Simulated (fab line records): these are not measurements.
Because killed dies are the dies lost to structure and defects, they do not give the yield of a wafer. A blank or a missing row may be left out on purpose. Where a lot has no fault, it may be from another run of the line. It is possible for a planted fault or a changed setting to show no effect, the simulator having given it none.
fab line records	flow ritCmos	part 1 of 2: steps 1 to 31 of 32
record lots=5	wafers=23
route steps=202 shown ACTIVE@7 PWELL@40 NRETRO@54 PRETRO@65 GATE@81 NLDD@111 NSD@133 PSD@144 M1@202
startH: hours from the record's first day to the start of the lot's first wafer shown	waitH: hours from the lot's prior step to this one	" the same as in the row above	L1.1+2: several wafers, shown together as one row	- no value, or no start given	* or withheld: withheld	< > ~ a bound
route shown NAME@n: NAME is a module with steps in the file, n the number in the route of the first one	usual: mean and standard deviation over wafers with no fault	same: alike in all rows	chamber/n: place in a boat	sites: each site's reading	_std_site: the values' standard deviation	_edge_site: outer sites' mean less inner sites'	radiusMm: how far each site lies from the wafer's centre	mask NAME#n: copy n	behind: tool/chamber where the wafer was last shaped	hold: why the lot was held/for how many hours/how that ended	device: transistor that didn't switch, given as n, p or np	end of line: tests run on the same wafers once the route is complete	a step with no rows: only its recipe	killed: not the wafer's yield, but the dies lost to structure and defects at the first sort	map: the dies of a wafer, with x for killed, . for not killed, _ for no die there
set.NAME: the setting the step ran with; set.NAME@STEP: the setting that earlier step ran with	model.NAME: the simulator's own value behind a step, which no gauge read
lots where settings were altered on purpose, with a table for each step and a row for each wafer
## steps
# step RIT_ACTIVE_COAT_06
# recipe resist=NOVOLAK	spinRpm=3250	resistThkNm=1000
lot.wafer	tool	chamber	startH	waitH	set.spinRpm	model.NOVOLAK_of_ACTIVE_COAT_06.thkNm
L075.1	lithoTrack-04	0	19.67	0.1	3460	965.5
L075.2	"	0	"	"	3460	968.3
L075.3	"	0	"	"	3250	999.3
L075.4	"	0	"	"	3250	996.9
L075.6	"	0	"	"	3460	967.2
L076.2	lithoTrack-04	0	23.77	0.1	3250	996.9
L076.3	"	0	"	"	3250	997.4
L076.4	"	0	"	"	3250	995.8
L076.5	"	0	"	"	3092	1022
L076.6	"	0	"	"	3092	1025
L078.1	lithoTrack-01	0	33.74	0.1	3250	999.7
L078.2	"	0	"	"	3250	1002
L078.3	"	0	"	"	3250	999.5
L078.4	"	0	"	"	3250	1000
L078.6	"	0	"	"	3250	999.6
L083.1+4+6	lithoTrack-04	0	59.35	0.1	3083	1025
L083.3	"	0	"	"	3250	998
L083.5	"	0	"	"	3250	998.3
L085.2	lithoTrack-02	0	68.77	0.1	3250	998.6
L085.5	"	0	"	"	3250	999.8
L085.6	"	0	"	"	3250	998.7
# step RIT_PWELL_COAT_01
# recipe resist=NOVOLAK	spinRpm=2000	resistThkNm=1300
lot.wafer	tool	chamber	startH	waitH	set.spinRpm	model.NOVOLAK_of_PWELL_COAT_01.thkNm
L075.1	lithoTrack-03	0	26.97	0.1	2000	1301
L075.2	"	0	"	"	2000	1304
L075.3	"	0	"	"	1939	1322
L075.4	"	0	"	"	1939	1329
L075.6	"	0	"	"	1939	1326
L076.2+6	lithoTrack-03	0	31.22	0.1	2000	1302
L076.3	"	0	"	"	1891	1339
L076.4	"	0	"	"	2000	1299
L076.5	"	0	"	"	1891	1338
L078.1	lithoTrack-02	0	41.51	0.1	2000	1301
L078.2+4	"	0	"	"	2000	1302
L078.3	"	0	"	"	1857	1354
L078.6	"	0	"	"	1857	1352
L083.1	lithoTrack-02	0	66.80	0.1	2085	1273
L083.3	"	0	"	"	2085	1271
L083.4	"	0	"	"	2000	1297
L083.5	"	0	"	"	2000	1301
L083.6	"	0	"	"	2000	1299
L085.2	lithoTrack-03	0	76.08	0.1	2000	1291
L085.5+6	"	0	"	"	2000	1292
# step RIT_PWELL_SOFTBAKE_02
# recipe resist=NOVOLAK	tempC=90	timeS=60
# step RIT_PWELL_EXPOSE_03
# recipe maskId=M3	na=0.57	targetCdNm=43700	doseMj=250
# step RIT_PWELL_DEVELOP_05
# recipe resist=NOVOLAK	developTimeS=68	devTempC=21.97
# step RIT_PWELL_HARDBAKE_07
# recipe resist=NOVOLAK	tempC=140	timeS=120
lot.wafer	tool	chamber	startH	waitH	set.spinRpm@PWELL_COAT_01	model.NOVOLAK_of_PWELL_COAT_01.thkNm
L075.1	lithoTrack-03	0	27.73	0.0	2000	1138
L075.2	"	0	"	"	2000	1140
L075.3	"	0	"	"	1939	1156
L075.4	"	0	"	"	1939	1161
L075.6	"	0	"	"	1939	1160
L076.2	lithoTrack-02	0	32.00	0.1	2000	1138
L076.3+5	"	0	"	"	1891	1170
L076.4	"	0	"	"	2000	1136
L076.6	"	0	"	"	2000	1139
L078.1+2	lithoTrack-02	0	42.28	0.0	2000	1138
L078.3	"	0	"	"	1857	1183
L078.4	"	0	"	"	2000	1139
L078.6	"	0	"	"	1857	1181
L083.1	lithoTrack-02	0	67.69	0.0	2085	1113
L083.3	"	0	"	"	2085	1112
L083.4	"	0	"	"	2000	1135
L083.5	"	0	"	"	2000	1138
L083.6	"	0	"	"	2000	1136
L085.2	lithoTrack-03	0	76.86	0.1	2000	1129
L085.5+6	"	0	"	"	2000	1130
# step RIT_PWELL_IMPLANT_08
# recipe species=B	energyKev=170	doseCm2=7e+13	tiltDeg=7
lot.wafer	tool	chamber	startH	waitH	set.energyKev	model.implant.rpNm	model.implant.drpNm
L075.1+2+3+4+6	implanter-04	0	27.98	0.2	170	481.1	102.9
L076.2+3+6	implanter-01	0	32.23	0.2	160.2	451.9	100.7
L076.4+5	"	0	"	"	170	472.5	102.9
L078.1+3+4	implanter-03	0	42.53	0.2	176	493.2	103.8
L078.2+6	"	0	"	"	170	480.2	102.9
L083.1+3+4+5+6	implanter-03	0	67.94	0.2	170	483.4	102.9
L085.2+5+6	implanter-01	0	77.10	0.2	170	490.7	102.9
# step RIT_NRETRO_COAT_01
# recipe resist=NOVOLAK	spinRpm=2000	resistThkNm=1300
lot.wafer	tool	chamber	startH	waitH	set.spinRpm	model.NOVOLAK_of_NRETRO_COAT_01.thkNm
L075.1+2	lithoTrack-02	0	33.89	0.1	2000	1297
L075.3+6	"	0	"	"	1910	1329
L075.4	"	0	"	"	2000	1296
L076.2	lithoTrack-03	0	38.82	0.1	2000	1306
L076.3	"	0	"	"	2000	1303
L076.4	"	0	"	"	2000	1302
L076.5+6	"	0	"	"	2000	1308
L078.1	lithoTrack-02	0	48.38	0.1	2048	1283
L078.2	"	0	"	"	2048	1284
L078.3	"	0	"	"	2000	1300
L078.4	"	0	"	"	2000	1296
L078.6	"	0	"	"	2000	1298
L083.1+4	lithoTrack-03	0	73.80	0.1	2000	1295
L083.3	"	0	"	"	2067	1275
L083.5	"	0	"	"	2000	1293
L083.6	"	0	"	"	2067	1274
L085.2+6	lithoTrack-03	0	83.39	0.1	2000	1295
L085.5	"	0	"	"	2000	1293
# step RIT_NRETRO_SOFTBAKE_02
# recipe resist=NOVOLAK	tempC=90	timeS=60
# step RIT_NRETRO_EXPOSE_03
# recipe maskId=M4	na=0.57	targetCdNm=43900	doseMj=250
# step RIT_NRETRO_DEVELOP_05
# recipe resist=NOVOLAK	developTimeS=68	devTempC=23
# step RIT_NRETRO_HARDBAKE_07
# recipe resist=NOVOLAK	tempC=140	timeS=120
lot.wafer	tool	chamber	startH	waitH	set.spinRpm@NRETRO_COAT_01	model.NOVOLAK_of_NRETRO_COAT_01.thkNm
L075.1	lithoTrack-01	0	34.78	0.0	2000	1134
L075.2	"	0	"	"	2000	1135
L075.3+6	"	0	"	"	1910	1162
L075.4	"	0	"	"	2000	1133
L076.2	lithoTrack-02	0	39.60	0.1	2000	1142
L076.3+4	"	0	"	"	2000	1139
L076.5	"	0	"	"	2000	1144
L076.6	"	0	"	"	2000	1143
L078.1	lithoTrack-03	0	49.18	0.0	2048	1122
L078.2	"	0	"	"	2048	1123
L078.3	"	0	"	"	2000	1137
L078.4	"	0	"	"	2000	1133
L078.6	"	0	"	"	2000	1135
L083.1+4	lithoTrack-02	0	74.69	0.0	2000	1133
L083.3+6	"	0	"	"	2067	1115
L083.5	"	0	"	"	2000	1131
L085.2	lithoTrack-03	0	84.41	0.1	2000	1133
L085.5	"	0	"	"	2000	1130
L085.6	"	0	"	"	2000	1132
# step RIT_PRETRO_COAT_01
# recipe resist=NOVOLAK	spinRpm=2000	resistThkNm=1300
lot.wafer	tool	chamber	startH	waitH	set.spinRpm	model.NOVOLAK_of_PRETRO_COAT_01.thkNm
L075.1	lithoTrack-01	0	35.57	0.1	2000	1304
L075.2+6	"	0	"	"	1929	1325
L075.3	"	0	"	"	2000	1302
L075.4	"	0	"	"	2000	1301
L076.2	lithoTrack-02	0	40.37	0.1	2000	1295
L076.3+4	"	0	"	"	2000	1294
L076.5	"	0	"	"	2000	1293
L076.6	"	0	"	"	2000	1298
L078.1	lithoTrack-04	0	49.97	0.1	2000	1300
L078.2+6	"	0	"	"	2000	1299
L078.3	"	0	"	"	1901	1335
L078.4	"	0	"	"	1901	1327
L083.1	lithoTrack-02	0	75.48	0.1	2000	1298
L083.3	"	0	"	"	2000	1297
L083.4	"	0	"	"	2000	1293
L083.5	"	0	"	"	2000	1295
L083.6	"	0	"	"	2000	1292
L085.2	lithoTrack-01	0	85.18	0.1	2000	1290
L085.5	"	0	"	"	2000	1292
L085.6	"	0	"	"	2000	1291
# step RIT_GATE_OXIDATION_05
# recipe tempC=900	ambient=O2	targetThkA=30	oxTimeS=270
lot.wafer	tool	chamber	startH	waitH	set.oxTimeS	model.SiO2_of_GATE_OXIDATION_05.thkNm
L075.1	-	-	-	0.1	297.7	3.245
L075.2	"	-	"	"	297.7	3.251
L075.3	"	-	"	"	297.7	3.227
L075.4	"	-	"	"	297.7	3.221
L075.6	"	-	"	"	297.7	3.238
L076.2	-	-	-	0.0	258.1	2.862
L076.3	"	-	"	"	258.1	2.854
L076.4	"	-	"	"	258.1	2.846
L076.5	"	-	"	"	258.1	2.927
L076.6	"	-	"	"	258.1	2.887
L078.1	-	-	-	0.9	291.3	3.153
L078.2	"	-	"	"	291.3	3.209
L078.3	"	-	"	"	291.3	3.195
L078.4	"	-	"	"	291.3	3.179
L078.6	"	-	"	"	291.3	3.163
L083.1	-	-	-	0.1	238.6	2.667
L083.3	"	-	"	"	238.6	2.713
L083.4	"	-	"	"	238.6	2.679
L083.5	"	-	"	"	238.6	2.644
L083.6	"	-	"	"	238.6	2.671
L085.2	furnace-01	0	87.16	0.0	270	3.053
L085.5	"	0	"	"	270	3.054
L085.6	"	0	"	"	270	3.023
# step RIT_GATE_ANNEAL_06
# recipe tempC=900	timeS=600	ambient=N2O
# step RIT_GATE_THK_MEAS_07
# recipe reads=SiO2_of_GATE_OXIDATION_05
# usual GATE_OXIDE_THK=2.97/0.057
lot.wafer	tool	chamber	startH	waitH	set.oxTimeS@GATE_OXIDATION_05	GATE_OXIDE_THK[nm]
L075.1	filmMetro-04	-	39.03	0.0	297.7	3.27
L075.2	"	-	"	"	297.7	3.30
L075.3	"	-	"	"	297.7	3.22
L075.4	"	-	"	"	297.7	3.19
L075.6	"	-	"	"	297.7	3.27
L076.2	filmMetro-04	-	43.58	0.0	258.1	2.87
L076.3	"	-	"	"	258.1	2.81
L076.4	"	-	"	"	258.1	2.82
L076.5	"	-	"	"	258.1	2.86
L076.6	"	-	"	"	258.1	2.85
L078.1	filmMetro-04	-	54.19	0.0	291.3	3.12
L078.2	"	-	"	"	291.3	3.21
L078.3	"	-	"	"	291.3	3.20
L078.4	"	-	"	"	291.3	3.18
L078.6	"	-	"	"	291.3	3.18
L083.1	filmMetro-02	-	78.68	0.0	238.6	2.63
L083.3	"	-	"	"	238.6	2.71
L083.4	"	-	"	"	238.6	2.67
L083.5	"	-	"	"	238.6	2.60
L083.6	"	-	"	"	238.6	2.63
L085.2	filmMetro-04	-	88.49	0.0	270	3.07
L085.5	"	-	"	"	270	3.03
L085.6	"	-	"	"	270	3.03
# step RIT_GATE_DEVELOP_15
# recipe resist=NOVOLAK	developTimeS=50	devTempC=23
lot.wafer	tool	chamber	startH	waitH	set.developTimeS
L075.1+2	lithoTrack-01	0	-	-	53.19
L075.3+4+6	"	0	"	"	50
L076.2+3+4+5+6	lithoTrack-01	0	-	-	50
L078.1+4	lithoTrack-04	0	-	-	50
L078.2+3+6	"	0	"	"	54.62
L083.1+6	lithoTrack-01	0	-	-	50
L083.3+4+5	"	0	"	"	57.17
L085.2+5+6	lithoTrack-01	0	-	-	50
# step RIT_GATE_CD_MEAS_16
# recipe targetCdNm=150
# usual cdNm=148.8/2.8
lot.wafer	tool	chamber	startH	waitH	set.developTimeS@GATE_DEVELOP_15	cdNm
L075.1	cdSem-01	-	41.62	-	53.19	137.1
L075.2	"	-	"	"	53.19	137.4
L075.3	"	-	"	"	50	148.6
L075.4	"	-	"	"	50	150.2
L075.6	"	-	"	"	50	148.6
L076.2	cdSem-02	-	46.30	-	50	146.7
L076.3	"	-	"	"	50	148.7
L076.4	"	-	"	"	50	146.9
L076.5	"	-	"	"	50	148.2
L076.6	"	-	"	"	50	146.4
L078.1	cdSem-01	-	56.90	-	50	149.2
L078.2	"	-	"	"	54.62	133.5
L078.3	"	-	"	"	54.62	134.8
L078.4	"	-	"	"	50	147.8
L078.6	"	-	"	"	54.62	134.6
L083.1	cdSem-01	-	81.27	-	50	149.8
L083.3	"	-	"	"	57.17	128.6
L083.4	"	-	"	"	57.17	130.0
L083.5	"	-	"	"	57.17	128.4
L083.6	"	-	"	"	50	152.2
L085.2	cdSem-02	-	91.09	-	50	152.4
L085.5	"	-	"	"	50	152.5
L085.6	"	-	"	"	50	153.6
# step RIT_GATE_HARDBAKE_18
# recipe resist=NOVOLAK	tempC=140	timeS=60
# step RIT_GATE_ETCH_19
# recipe chemistry=SF6/CHF3/O2	timeS=165	SF6_flow_sccm=30	CHF3_flow_sccm=30	O2_flow_sccm=5	target=poly-Si	pressureMtorr=40	rfW=160	targetDepthA=3125	overEtchFrac=0.25	stopOn=SiO2
lot.wafer	tool	chamber	startH	waitH	set.developTimeS@GATE_DEVELOP_15	model.GATE.cdNm
L075.1	rieSi-02	1	41.92	0.1	53.19	136.9
L075.2	"	3	"	"	53.19	137.8
L075.3	"	0	"	"	50	148.6
L075.4	"	2	"	"	50	150.2
L075.6	"	0	"	"	50	148.9
L076.2	rieSi-01	0	46.59	0.1	50	146.7
L076.3	"	2	"	"	50	149.2
L076.4	"	0	"	"	50	146.8
L076.5	"	3	"	"	50	148.2
L076.6	"	2	"	"	50	146.6
L078.1	rieSi-02	0	57.20	0.1	50	149.1
L078.2	"	3	"	"	54.62	133.5
L078.3+6	"	2,0	"	"	54.62	134.7
L078.4	"	1	"	"	50	147.7
L083.1	rieSi-01	1	81.58	0.1	50	149.7
L083.3	"	2	"	"	57.17	128.9
L083.4	"	3	"	"	57.17	129.6
L083.5	"	0	"	"	57.17	128.4
L083.6	"	3	"	"	50	152.4
L085.2	rieSi-02	1	91.38	0.1	50	152.5
L085.5	"	0	"	"	50	152.6
L085.6	"	1	"	"	50	153.6
# step RIT_GATE_STRIP_20
# recipe chemistry=O2	timeS=180	resist=NOVOLAK	platenTempC=withheld	powerW=500	pressureMtorr=4000	o2FlowSccm=4000
# step RIT_GATE_CD_MEAS_90
# recipe targetCdNm=150
# usual cdNm=148.8/2.8
lot.wafer	tool	chamber	startH	waitH	set.developTimeS@GATE_DEVELOP_15	cdNm
L075.1	cdSem-01	-	42.21	0.1	53.19	137.2
L075.2	"	-	"	"	53.19	137.7
L075.3	"	-	"	"	50	148.8
L075.4	"	-	"	"	50	149.9
L075.6	"	-	"	"	50	148.8
L076.2	cdSem-02	-	46.89	0.1	50	146.4
L076.3	"	-	"	"	50	149.3
L076.4	"	-	"	"	50	146.7
L076.5	"	-	"	"	50	148.1
L076.6	"	-	"	"	50	146.8
L078.1	cdSem-01	-	57.49	0.1	50	149.0
L078.2	"	-	"	"	54.62	133.8
L078.3	"	-	"	"	54.62	134.5
L078.4	"	-	"	"	50	147.2
L078.6	"	-	"	"	54.62	134.6
L083.1	cdSem-01	-	81.86	0.1	50	149.8
L083.3	"	-	"	"	57.17	129.0
L083.4	"	-	"	"	57.17	129.8
L083.5	"	-	"	"	57.17	128.4
L083.6	"	-	"	"	50	152.3
L085.2	cdSem-02	-	91.68	0.1	50	152.1
L085.5	"	-	"	"	50	152.9
L085.6	"	-	"	"	50	153.7
# step RIT_NLDD_IMPLANT_08
# recipe species=P	energyKev=20	doseCm2=5e+14	tiltDeg=7
lot.wafer	tool	chamber	startH	waitH	set.doseCm2
L075.1+3	implanter-01	0	46.67	0.1	4.815e+14
L075.2+4+6	"	0	"	"	5e+14
L076.2+4+6	implanter-01	0	52.03	0.1	5.233e+14
L076.3+5	"	0	"	"	5e+14
L078.1+2	implanter-01	0	62.24	0.1	5.232e+14
L078.3+4+6	"	0	"	"	5e+14
L083.1+3	implanter-03	0	86.46	0.1	5.164e+14
L083.4+5+6	"	0	"	"	5e+14
L085.2+5+6	implanter-03	0	96.32	0.1	5e+14
# step RIT_NLDD_STRIP_09
# recipe chemistry=O2	timeS=180	resist=NOVOLAK	platenTempC=withheld	powerW=513.2	pressureMtorr=4000	o2FlowSccm=4000
# step RIT_NLDD_TW_MEAS_10
# usual NLDD_TW=2487/12
lot.wafer	tool	chamber	startH	waitH	set.doseCm2@NLDD_IMPLANT_08	NLDD_TW
L075.1	filmMetro-02	-	46.99	0.1	4.815e+14	2451
L075.2	"	-	"	"	5e+14	2482
L075.3	"	-	"	"	4.815e+14	2442
L075.4	"	-	"	"	5e+14	2476
L075.6	"	-	"	"	5e+14	2475
L076.2	filmMetro-01	-	52.34	0.1	5.233e+14	2509
L076.3	"	-	"	"	5e+14	2476
L076.4	"	-	"	"	5.233e+14	2520
L076.5	"	-	"	"	5e+14	2476
L076.6	"	-	"	"	5.233e+14	2509
L078.1	filmMetro-02	-	62.57	0.1	5.232e+14	2536
L078.2	"	-	"	"	5.232e+14	2542
L078.3	"	-	"	"	5e+14	2518
L078.4	"	-	"	"	5e+14	2495
L078.6	"	-	"	"	5e+14	2515
L083.1	filmMetro-03	-	86.79	0.1	5.164e+14	2517
L083.3	"	-	"	"	5.164e+14	2513
L083.4	"	-	"	"	5e+14	2492
L083.5	"	-	"	"	5e+14	2487
L083.6	"	-	"	"	5e+14	2493
L085.2	filmMetro-01	-	96.63	0.1	5e+14	2485
L085.5	"	-	"	"	5e+14	2463
L085.6	"	-	"	"	5e+14	2475
# step RIT_NSD_SOFTBAKE_02
# recipe resist=NOVOLAK	tempC=90	timeS=60
lot.wafer	tool	chamber	startH	waitH	set.tempC
L075.1+2+3+4+6	lithoTrack-02	0	51.39	0.1	90
L076.2+4	lithoTrack-01	0	56.79	0.1	91.68
L076.3+5+6	"	0	"	"	90
L078.1+3+6	lithoTrack-01	0	66.98	0.1	90
L078.2+4	"	0	"	"	86.99
L083.1+4	lithoTrack-04	0	91.25	0.1	90
L083.3+5+6	"	0	"	"	92.99
L085.2+5+6	lithoTrack-01	0	100.99	0.1	90
# step RIT_NSD_DEVELOP_05
# recipe resist=NOVOLAK	developTimeS=50	devTempC=23
lot.wafer	tool	chamber	startH	waitH	set.developTimeS	set.tempC@NSD_SOFTBAKE_02	model.NOVOLAK_of_NSD_COAT_01.thkNm
L075.1	lithoTrack-01	0	-	-	50	90	984.1
L075.2	"	0	"	"	43.47	90	984.5
L075.3	"	0	"	"	50	90	987.6
L075.4	"	0	"	"	43.47	90	984.9
L075.6	"	0	"	"	50	90	984.3
L076.2	lithoTrack-04	0	-	-	50	91.68	985.2
L076.3	"	0	"	"	50	90	986.2
L076.4	"	0	"	"	50	91.68	982.4
L076.5	"	0	"	"	50	90	984.9
L076.6	"	0	"	"	50	90	991.7
L078.1	lithoTrack-01	0	-	-	50	90	989.3
L078.2	"	0	"	"	50	86.99	996.3
L078.3	"	0	"	"	52	90	989.3
L078.4	"	0	"	"	52	86.99	997.5
L078.6	"	0	"	"	50	90	989.1
L083.1	lithoTrack-04	0	-	-	42.5	90	995.7
L083.3	"	0	"	"	42.5	92.99	982
L083.4	"	0	"	"	42.5	90	991.7
L083.5	"	0	"	"	50	92.99	985.9
L083.6	"	0	"	"	50	92.99	984.3
L085.2	lithoTrack-01	0	-	-	50	90	991.8
L085.5	"	0	"	"	50	90	991.1
L085.6	"	0	"	"	50	90	991.2
# step RIT_PSD_SOFTBAKE_02
# recipe resist=NOVOLAK	tempC=90	timeS=60
lot.wafer	tool	chamber	startH	waitH	set.timeS
L075.1+6	lithoTrack-01	0	52.81	0.1	68.6
L075.2+3+4	"	0	"	"	60
L076.2+3+6	lithoTrack-01	0	58.21	0.1	60
L076.4+5	"	0	"	"	68.64
L078.1+2+3	lithoTrack-04	0	68.53	0.1	60
L078.4+6	"	0	"	"	53.2
L083.1+3+4+5+6	lithoTrack-01	0	92.67	0.1	60
L085.2+5+6	lithoTrack-03	0	102.42	0.1	60
# step RIT_PSD_EXPOSE_03
# recipe maskId=M10	na=0.57	targetCdNm=40900	doseMj=250
# step RIT_PSD_PEB_04
# recipe resist=NOVOLAK	tempC=withheld	timeS=withheld
# step RIT_SDANNEAL_RS_MEAS_07
# recipe thkMeasGauge=four-point-probe
# usual NLDD_RS=151.8/0.69
lot.wafer	tool	chamber	startH	waitH	set.doseCm2@NLDD_IMPLANT_08	NLDD_RS[ohm/sq]
L075.1	filmMetro-02	-	54.87	0.1	4.815e+14	156.7
L075.2	"	-	"	"	5e+14	152.7
L075.3	"	-	"	"	4.815e+14	157.5
L075.4	"	-	"	"	5e+14	152.2
L075.6	"	-	"	"	5e+14	152.7
L076.2	filmMetro-01	-	60.15	0.1	5.233e+14	146.2
L076.3	"	-	"	"	5e+14	151.8
L076.4	"	-	"	"	5.233e+14	146.0
L076.5	"	-	"	"	5e+14	152.6
L076.6	"	-	"	"	5.233e+14	146.7
L078.1	filmMetro-03	-	70.43	0.1	5.232e+14	145.8
L078.2	"	-	"	"	5.232e+14	145.9
L078.3	"	-	"	"	5e+14	150.8
L078.4	"	-	"	"	5e+14	150.9
L078.6	"	-	"	"	5e+14	151.3
L083.1	filmMetro-03	-	94.70	0.1	5.164e+14	147.0
L083.3	"	-	"	"	5.164e+14	147.5
L083.4	"	-	"	"	5e+14	151.3
L083.5	"	-	"	"	5e+14	151.1
L083.6	"	-	"	"	5e+14	151.3
L085.2	filmMetro-01	-	104.32	0.1	5e+14	151.2
L085.5	"	-	"	"	5e+14	150.9
L085.6	"	-	"	"	5e+14	151.0
## key
split step=RIT_ACTIVE_COAT_06	setting=spinRpm	stated=3250	by=wafer
response step=RIT_ACTIVE_COAT_06	reading=model.NOVOLAK_of_ACTIVE_COAT_06.thkNm	change=-5.11	per=1%	r=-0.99
split step=RIT_PWELL_COAT_01	setting=spinRpm	stated=2000	by=wafer
response step=RIT_PWELL_COAT_01	reading=model.NOVOLAK_of_PWELL_COAT_01.thkNm	change=-6.98	per=1%	r=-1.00
response step=RIT_PWELL_HARDBAKE_07	reading=model.NOVOLAK_of_PWELL_COAT_01.thkNm	change=-6.01	per=1%	r=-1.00
split step=RIT_PWELL_IMPLANT_08	setting=energyKev	stated=170	by=wafer
response step=RIT_PWELL_IMPLANT_08	reading=model.implant.rpNm	change=+3.6	per=1%	r=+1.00
response step=RIT_PWELL_IMPLANT_08	reading=model.implant.drpNm	change=+0.353	per=1%	r=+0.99
split step=RIT_NRETRO_COAT_01	setting=spinRpm	stated=2000	by=wafer
response step=RIT_NRETRO_COAT_01	reading=model.NOVOLAK_of_NRETRO_COAT_01.thkNm	change=-6.69	per=1%	r=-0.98
response step=RIT_NRETRO_HARDBAKE_07	reading=model.NOVOLAK_of_NRETRO_COAT_01.thkNm	change=-5.76	per=1%	r=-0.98
split step=RIT_PRETRO_COAT_01	setting=spinRpm	stated=2000	by=wafer
response step=RIT_PRETRO_COAT_01	reading=model.NOVOLAK_of_PRETRO_COAT_01.thkNm	change=-6.42	per=1%	r=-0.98
split step=RIT_GATE_OXIDATION_05	setting=oxTimeS	stated=270	by=lot
response step=RIT_GATE_OXIDATION_05	reading=model.SiO2_of_GATE_OXIDATION_05.thkNm	change=+0.0255	per=1%	r=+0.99
response step=RIT_GATE_THK_MEAS_07	reading=GATE_OXIDE_THK	change=+0.0272	per=1%	r=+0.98
split step=RIT_GATE_DEVELOP_15	setting=developTimeS	stated=50	by=wafer
response step=RIT_GATE_CD_MEAS_16	reading=cdNm	change=-1.58	per=1%	r=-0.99
response step=RIT_GATE_ETCH_19	reading=model.GATE.cdNm	change=-1.58	per=1%	r=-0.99
response step=RIT_GATE_CD_MEAS_90	reading=cdNm	change=-1.56	per=1%	r=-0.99
response step=RIT_M1_PROBE_99	reading=model.etest.pmos_0p15.rOnOhmUm	change=-34.3	per=1%	r=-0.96
response step=RIT_M1_PROBE_99	reading=model.etest.pmosTurned.rOnOhmUm	change=-34.1	per=1%	r=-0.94
response step=RIT_M1_PROBE_99	reading=model.etest.pmos_0p3.rOnOhmUm	change=-32.4	per=1%	r=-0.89
response step=RIT_M1_PROBE_99	reading=model.etest.nmos_0p15.rOnOhmUm	change=-11	per=1%	r=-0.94
response step=RIT_M1_PROBE_99	reading=model.etest.nmos_0p3.rOnOhmUm	change=-9.91	per=1%	r=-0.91
split step=RIT_NLDD_IMPLANT_08	setting=doseCm2	stated=5e+14	by=wafer
response step=RIT_NLDD_TW_MEAS_10	reading=NLDD_TW	change=+7.44	per=1%	r=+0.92
response step=RIT_SDANNEAL_RS_MEAS_07	reading=NLDD_RS	change=-1.2	per=1%	r=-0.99
split step=RIT_NSD_SOFTBAKE_02	setting=tempC	stated=90	by=wafer
response step=RIT_NSD_DEVELOP_05	reading=model.NOVOLAK_of_NSD_COAT_01.thkNm	change=-2.52	per=1%	r=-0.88
split step=RIT_NSD_DEVELOP_05	setting=developTimeS	stated=50	by=wafer
response none clear
split step=RIT_PSD_SOFTBAKE_02	setting=timeS	stated=60	by=wafer
response none clear
